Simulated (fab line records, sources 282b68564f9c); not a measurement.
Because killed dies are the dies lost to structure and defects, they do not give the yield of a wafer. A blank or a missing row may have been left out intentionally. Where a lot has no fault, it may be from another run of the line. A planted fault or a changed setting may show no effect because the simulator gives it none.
fab line records :: flow ritCmos
record
  lots=15
  wafers=45
  lastDay=8
route steps=202 shown PRETRO@67
lots with no fault: from the same line, run without faults
startH: hours from the record's opening day to when the first of the lot's shown wafers began :: waitH: hours elapsed since this lot's preceding step :: " same as the row above :: L1.1+2: a single row standing in for several wafers :: - no value, or no start was given :: * or withheld: withheld :: < > ~ a bound
route shown NAME@n: names a module that has steps shown in the file, with the first one's number in the route :: usual: mean/standard deviation taken from wafers without a fault :: same: alike in all rows :: chamber/n: place in a boat :: sites: each site's reading :: _std_site: how widely they spread, as a standard deviation :: _edge_site: inner sites' mean taken away from outer sites' mean :: radiusMm: for every site, how far away it sits from the centre of the wafer :: mask NAME#n: copy n :: behind: the last tool/chamber to shape the wafer :: hold: why the lot was held/for how many hours/how that ended :: device: the transistor (n, p or np) that didn't switch :: end of line: the tests these same wafers got at the end of their route :: a step without rows: its recipe alone :: killed: the dies lost at the first sort to structure and to defects; this is not the yield of the wafer :: map: shows each die of a wafer: x if killed, . if not, _ if none is there
set.NAME: the setting as run; set.NAME@STEP: as run at that earlier step :: model.NAME: the simulator's own value behind a step, which no gauge read
route steps across a sampled set of lots; one table per step, one row per wafer
services: the hour from which a tool's chamber was out of use, counted from the record's first day as startH (under 0 if before that day), plus the number of hours and why
## steps
# step RIT_PRETRO_EXPOSE_03
# recipe
  maskId=M5
  na=0.57
  targetCdNm=43700
  doseMj=250
# usual
  exposureDoseMJCm2=249.95/0.23
  focusOffsetNm=0.0/0.56
lot.wafer: L818.1
tool: ilineStepper-02
chamber: 0
startH: 32.26
waitH: 0.2
mask: M5#0
exposureDoseMJCm2: 249.55
focusOffsetNm: -0.9

lot.wafer: L818.4
tool: ilineStepper-02
chamber: 0
startH: 32.26
waitH: 0.2
mask: M5#0
exposureDoseMJCm2: 249.68
focusOffsetNm: -0.4

lot.wafer: L818.6
tool: ilineStepper-02
chamber: 0
startH: 32.26
waitH: 0.2
mask: M5#0
exposureDoseMJCm2: 249.71
focusOffsetNm: -0.7

lot.wafer: L819.2
tool: ilineStepper-02
chamber: 0
startH: 36.90
waitH: 0.1
mask: M5#0
exposureDoseMJCm2: 249.74
focusOffsetNm: 0.0

lot.wafer: L819.3
tool: ilineStepper-02
chamber: 0
startH: 36.90
waitH: 0.1
mask: M5#0
exposureDoseMJCm2: 250.04
focusOffsetNm: 0.4

lot.wafer: L819.5
tool: ilineStepper-02
chamber: 0
startH: 36.90
waitH: 0.1
mask: M5#0
exposureDoseMJCm2: 250.26
focusOffsetNm: 0.1

lot.wafer: L821.2
tool: ilineStepper-01
chamber: 0
startH: 52.04
waitH: 0.4
mask: M5#0
exposureDoseMJCm2: 250.22
focusOffsetNm: 0.4

lot.wafer: L821.4
tool: ilineStepper-01
chamber: 0
startH: 52.04
waitH: 0.4
mask: M5#0
exposureDoseMJCm2: 249.76
focusOffsetNm: 0.3

lot.wafer: L821.6
tool: ilineStepper-01
chamber: 0
startH: 52.04
waitH: 0.4
mask: M5#0
exposureDoseMJCm2: 249.90
focusOffsetNm: 0.2

lot.wafer: L823.1
tool: ilineStepper-01
chamber: 0
startH: 58.48
waitH: 0.1
mask: M5#0
exposureDoseMJCm2: 250.05
focusOffsetNm: -0.2

lot.wafer: L823.3
tool: ilineStepper-01
chamber: 0
startH: 58.48
waitH: 0.1
mask: M5#0
exposureDoseMJCm2: 249.94
focusOffsetNm: -0.6

lot.wafer: L823.6
tool: ilineStepper-01
chamber: 0
startH: 58.48
waitH: 0.1
mask: M5#0
exposureDoseMJCm2: 249.75
focusOffsetNm: 0.3

lot.wafer: L824.3
tool: ilineStepper-02
chamber: 0
startH: 66.70
waitH: 0.2
mask: M5#0
exposureDoseMJCm2: 250.05
focusOffsetNm: -0.1

lot.wafer: L824.4
tool: ilineStepper-02
chamber: 0
startH: 66.70
waitH: 0.2
mask: M5#0
exposureDoseMJCm2: 249.91
focusOffsetNm: -0.2

lot.wafer: L824.5
tool: ilineStepper-02
chamber: 0
startH: 66.70
waitH: 0.2
mask: M5#0
exposureDoseMJCm2: 249.77
focusOffsetNm: 0.0

lot.wafer: L825.1
tool: ilineStepper-01
chamber: 0
startH: 70.12
waitH: 0.2
mask: M5#0
exposureDoseMJCm2: 249.79
focusOffsetNm: -0.3

lot.wafer: L825.2
tool: ilineStepper-01
chamber: 0
startH: 70.12
waitH: 0.2
mask: M5#0
exposureDoseMJCm2: 249.94
focusOffsetNm: -0.1

lot.wafer: L825.6
tool: ilineStepper-01
chamber: 0
startH: 70.12
waitH: 0.2
mask: M5#0
exposureDoseMJCm2: 250.09
focusOffsetNm: -0.5

lot.wafer: L826.2
tool: ilineStepper-02
chamber: 0
startH: 72.68
waitH: 0.2
mask: M5#0
exposureDoseMJCm2: 249.72
focusOffsetNm: -0.5

lot.wafer: L826.4
tool: ilineStepper-02
chamber: 0
startH: 72.68
waitH: 0.2
mask: M5#0
exposureDoseMJCm2: 249.83
focusOffsetNm: -0.8

lot.wafer: L826.6
tool: ilineStepper-02
chamber: 0
startH: 72.68
waitH: 0.2
mask: M5#0
exposureDoseMJCm2: 249.93
focusOffsetNm: 1.1

lot.wafer: L827.1
tool: ilineStepper-02
chamber: 0
startH: 80.80
waitH: 0.1
mask: M5#0
exposureDoseMJCm2: 249.89
focusOffsetNm: -0.2

lot.wafer: L827.3
tool: ilineStepper-02
chamber: 0
startH: 80.80
waitH: 0.1
mask: M5#0
exposureDoseMJCm2: 250.09
focusOffsetNm: -0.9

lot.wafer: L827.4
tool: ilineStepper-02
chamber: 0
startH: 80.80
waitH: 0.1
mask: M5#0
exposureDoseMJCm2: 250.00
focusOffsetNm: -0.3

lot.wafer: L828.3
tool: ilineStepper-01
chamber: 0
startH: 84.54
waitH: 0.2
mask: M5#0
exposureDoseMJCm2: 250.00
focusOffsetNm: 0.9

lot.wafer: L828.4
tool: ilineStepper-01
chamber: 0
startH: 84.54
waitH: 0.2
mask: M5#0
exposureDoseMJCm2: 250.28
focusOffsetNm: 0.4

lot.wafer: L828.6
tool: ilineStepper-01
chamber: 0
startH: 84.54
waitH: 0.2
mask: M5#0
exposureDoseMJCm2: 250.25
focusOffsetNm: -0.2

lot.wafer: L830.3
tool: ilineStepper-01
chamber: -
startH: 95.46
waitH: 0.2
mask: M5#0
exposureDoseMJCm2: -
focusOffsetNm: -

lot.wafer: L830.4
tool: ilineStepper-01
chamber: -
startH: 95.46
waitH: 0.2
mask: M5#0
exposureDoseMJCm2: -
focusOffsetNm: -

lot.wafer: L830.5
tool: ilineStepper-01
chamber: -
startH: 95.46
waitH: 0.2
mask: M5#0
exposureDoseMJCm2: -
focusOffsetNm: -

lot.wafer: L831.1
tool: ilineStepper-01
chamber: -
startH: 100.07
waitH: 0.1
mask: M5#0
exposureDoseMJCm2: -
focusOffsetNm: -

lot.wafer: L831.5
tool: ilineStepper-01
chamber: -
startH: 100.07
waitH: 0.1
mask: M5#0
exposureDoseMJCm2: -
focusOffsetNm: -

lot.wafer: L831.6
tool: ilineStepper-01
chamber: -
startH: 100.07
waitH: 0.1
mask: M5#0
exposureDoseMJCm2: -
focusOffsetNm: -

lot.wafer: L832.3
tool: ilineStepper-01
chamber: -
startH: 106.03
waitH: 0.1
mask: M5#0
exposureDoseMJCm2: -
focusOffsetNm: -

lot.wafer: L832.4
tool: ilineStepper-01
chamber: -
startH: 106.03
waitH: 0.1
mask: M5#0
exposureDoseMJCm2: -
focusOffsetNm: -

lot.wafer: L832.6
tool: ilineStepper-01
chamber: -
startH: 106.03
waitH: 0.1
mask: M5#0
exposureDoseMJCm2: -
focusOffsetNm: -

lot.wafer: L839.3
tool: ilineStepper-01
chamber: 0
startH: 147.21
waitH: 0.2
mask: M5#0
exposureDoseMJCm2: 249.78
focusOffsetNm: -0.3

lot.wafer: L839.4
tool: ilineStepper-01
chamber: 0
startH: 147.21
waitH: 0.2
mask: M5#0
exposureDoseMJCm2: 249.94
focusOffsetNm: 0.9

lot.wafer: L839.6
tool: ilineStepper-01
chamber: 0
startH: 147.21
waitH: 0.2
mask: M5#0
exposureDoseMJCm2: 249.75
focusOffsetNm: 1.6

lot.wafer: L840.2
tool: ilineStepper-01
chamber: 0
startH: 153.59
waitH: 0.1
mask: M5#0
exposureDoseMJCm2: 249.90
focusOffsetNm: -1.7

lot.wafer: L840.3
tool: ilineStepper-01
chamber: 0
startH: 153.59
waitH: 0.1
mask: M5#0
exposureDoseMJCm2: 250.17
focusOffsetNm: -0.7

lot.wafer: L840.6
tool: ilineStepper-01
chamber: 0
startH: 153.59
waitH: 0.1
mask: M5#0
exposureDoseMJCm2: 250.00
focusOffsetNm: -0.3

lot.wafer: L841.2
tool: ilineStepper-01
chamber: 0
startH: 158.77
waitH: 0.1
mask: M5#0
exposureDoseMJCm2: 249.81
focusOffsetNm: 0.7

lot.wafer: L841.3
tool: ilineStepper-01
chamber: 0
startH: 158.77
waitH: 0.1
mask: M5#0
exposureDoseMJCm2: 249.89
focusOffsetNm: 1.2

lot.wafer: L841.5
tool: ilineStepper-01
chamber: 0
startH: 158.77
waitH: 0.1
mask: M5#0
exposureDoseMJCm2: 249.74
focusOffsetNm: -0.2
## services
tool: ilineStepper-02
chamber: 0
startH: 14.90
hours: -
kind: calibration

tool: ilineStepper-02
chamber: -
startH: 47.79
hours: 4.4
kind: pm

tool: ilineStepper-02
chamber: -
startH: 115.35
hours: 7.2
kind: repair

tool: ilineStepper-02
chamber: -
startH: 122.57
hours: 1.7
kind: pm
## key
firstSign
  step=RIT_PRETRO_EXPOSE_03
  reading=toolRecord
  direction=missing
effect none on later readings
metAt RIT_PRETRO_EXPOSE_03
struckLots L830,L831,L832
sortLeftOut L830.3,L830.4,L830.5,L831.1,L831.5,L831.6,L832.3,L832.4,L832.6
testerLeftOut L830,L831,L832
onsetBetween 84.54 95.46
fault
  kind=skippedStepWhole
  tool=ilineStepper-01
  chamber=-
  onsetH=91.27
  steps=RIT_PRETRO_EXPOSE_03
  scope=struckLotsOnly
# testerLeftOut: of these lots the tester's yield and bins aren't shown, on N5 and GAA mostly nor the transistor test; their killed dies are dies lost to structure and defects alone, not to doping, threshold or leakage, so they don't give the yield
# sortLeftOut: the simulated sort isn't trusted on such a fault, so these wafers' sort isn't shown, and their yield isn't known
